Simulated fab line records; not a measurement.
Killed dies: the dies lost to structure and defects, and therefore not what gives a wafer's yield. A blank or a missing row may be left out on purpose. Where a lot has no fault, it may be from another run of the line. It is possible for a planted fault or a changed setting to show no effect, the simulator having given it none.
Check of tool commonality + flow berkeley cmos170 + 15 lots and 45 wafers in the sample

## WHY IT WAS OPENED
3 of 15 lots carry a flag on the reading M3_AL_RS at UCB170_M3_RS_MEAS_02. Fault-free wafers read 0.0321 ohm/sq, with a standard deviation of 0.00041.
Rule: flag the lot when none of its wafers has a number, or when each of its wafers that has one lies beyond 4 standard deviations from that mean. As for the other lots, they are considered sound.

| lot  | measured     | on            | M3_AL_RS (ohm/sq), wafer by wafer | flag    |
|------|--------------|---------------|-----------------------------------|---------|
| L601 | day 8 14:44  | film metro-04 | 0.0320 0.0317 0.0321              |         |
| L602 | day 9 02:20  | film metro-04 | 0.0325 0.0323 0.0327              |         |
| L604 | day 9 14:08  | film metro-01 | 0.0314 0.0316 0.0313              |         |
| L605 | day 9 19:05  | film metro-02 | 0.0320 0.0320 0.0318              |         |
| L607 | day 9 20:42  | film metro-01 | 0.0323 0.0321 0.0324              |         |
| L606 | day 10 10:22 | film metro-04 | 0.0317 0.0319 0.0325              |         |
| L611 | day 10 18:07 | film metro-04 | 0.0411 0.0406 0.0399              | FLAGGED |
| L612 | day 10 23:48 | film metro-01 | 0.0325 0.0319 0.0321              |         |
| L613 | day 11 19:07 | film metro-04 | 0.0322 0.0321 0.0327              |         |
| L614 | day 11 19:53 | film metro-02 | 0.0411 0.0424 0.0410              | FLAGGED |
| L616 | day 12 06:07 | film metro-02 | 0.0318 0.0318 0.0319              |         |
| L615 | day 12 06:29 | film metro-01 | 0.0415 0.0418 0.0406              | FLAGGED |
| L618 | day 12 07:51 | film metro-02 | 0.0322 0.0324 0.0320              |         |
| L617 | day 12 09:17 | film metro-02 | 0.0320 0.0318 0.0320              |         |
| L621 | day 14 01:28 | film metro-04 | 0.0327 0.0325 0.0327              |         |
Average over the flagged lots: 0.0411 ohm/sq; offset from the usual +0.0090 ohm/sq, equal to +22 standard deviations.

## LOT BY LOT: THE TOOL USED
The record keeps 1 process step preceding the reading, out of 331 steps on the route. In each cell: the tool, then ch and the chambers that the sampled wafers went through, then the start.
| lot  | flag    | UCB170_M3_SPUTTER_01         |
|------|---------|------------------------------|
| L601 |         | pvd sputter-04, day 8 14:38  |
| L602 |         | pvd sputter-02, day 9 02:13  |
| L604 |         | pvd sputter-03, day 9 14:03  |
| L605 |         | pvd sputter-02, day 9 19:00  |
| L607 |         | pvd sputter-02, day 9 20:34  |
| L606 |         | pvd sputter-04, day 10 10:16 |
| L611 | FLAGGED | pvd sputter-04, day 10 18:02 |
| L612 |         | pvd sputter-03, day 10 23:43 |
| L613 |         | pvd sputter-02, day 11 18:58 |
| L614 | FLAGGED | pvd sputter-04, day 11 19:48 |
| L616 |         | pvd sputter-03, day 12 06:01 |
| L615 | FLAGGED | pvd sputter-04, day 12 06:22 |
| L618 |         | pvd sputter-02, day 12 07:46 |
| L617 |         | pvd sputter-03, day 12 09:11 |
| L621 |         | pvd sputter-02, day 14 01:22 |
What is done by these steps:
- UCB170_M3_SPUTTER_01: material Al, target thk 900 nm, time 120 s.
- UCB170_M3_RS_MEAS_02: measures by four-point-probe.

## FLAGGED OVER TOTAL, TOOL BY TOOL (the gauges that took the reading come last)
| step                 | tool           | lots run | flagged | share of the flagged lots | sound lots run after its first flagged lot |
|----------------------|----------------|----------|---------|---------------------------|--------------------------------------------|
| UCB170_M3_SPUTTER_01 | pvd sputter-02 | 6        | 0       | none                      | -                                          |
| UCB170_M3_SPUTTER_01 | pvd sputter-03 | 4        | 0       | none                      | -                                          |
| UCB170_M3_SPUTTER_01 | pvd sputter-04 | 5        | 3       | all                       | 0                                          |
| UCB170_M3_RS_MEAS_02 | film metro-01  | 4        | 1       | some                      | 0                                          |
| UCB170_M3_RS_MEAS_02 | film metro-02  | 5        | 1       | some                      | 3 (L616,L618,L617)                         |
| UCB170_M3_RS_MEAS_02 | film metro-04  | 6        | 1       | some                      | 2 (L613,L621)                              |

## THE TABLE: WHAT IT ALLOWS
In the table, 1 row covers all flagged lots: pvd sputter-04 at UCB170_M3_SPUTTER_01.
- pvd sputter-04 at UCB170_M3_SPUTTER_01 ran 5 lots, 3 of them flagged. A fault beginning between L606 (day 10 10:16), its last sound lot, and L611 (day 10 18:02), its first flagged one, fits the data.
What remains is a single tool, pvd sputter-04 at UCB170_M3_SPUTTER_01.

## WHAT THE SIMULATOR PUT IN
Site profile drift: pvd sputter-04, from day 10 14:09 on, at UCB170_M3_SPUTTER_01. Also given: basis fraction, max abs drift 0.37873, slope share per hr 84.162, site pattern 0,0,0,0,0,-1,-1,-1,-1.
Lots struck among those shown: L611, L614, L615. The rule above reached the same finding.
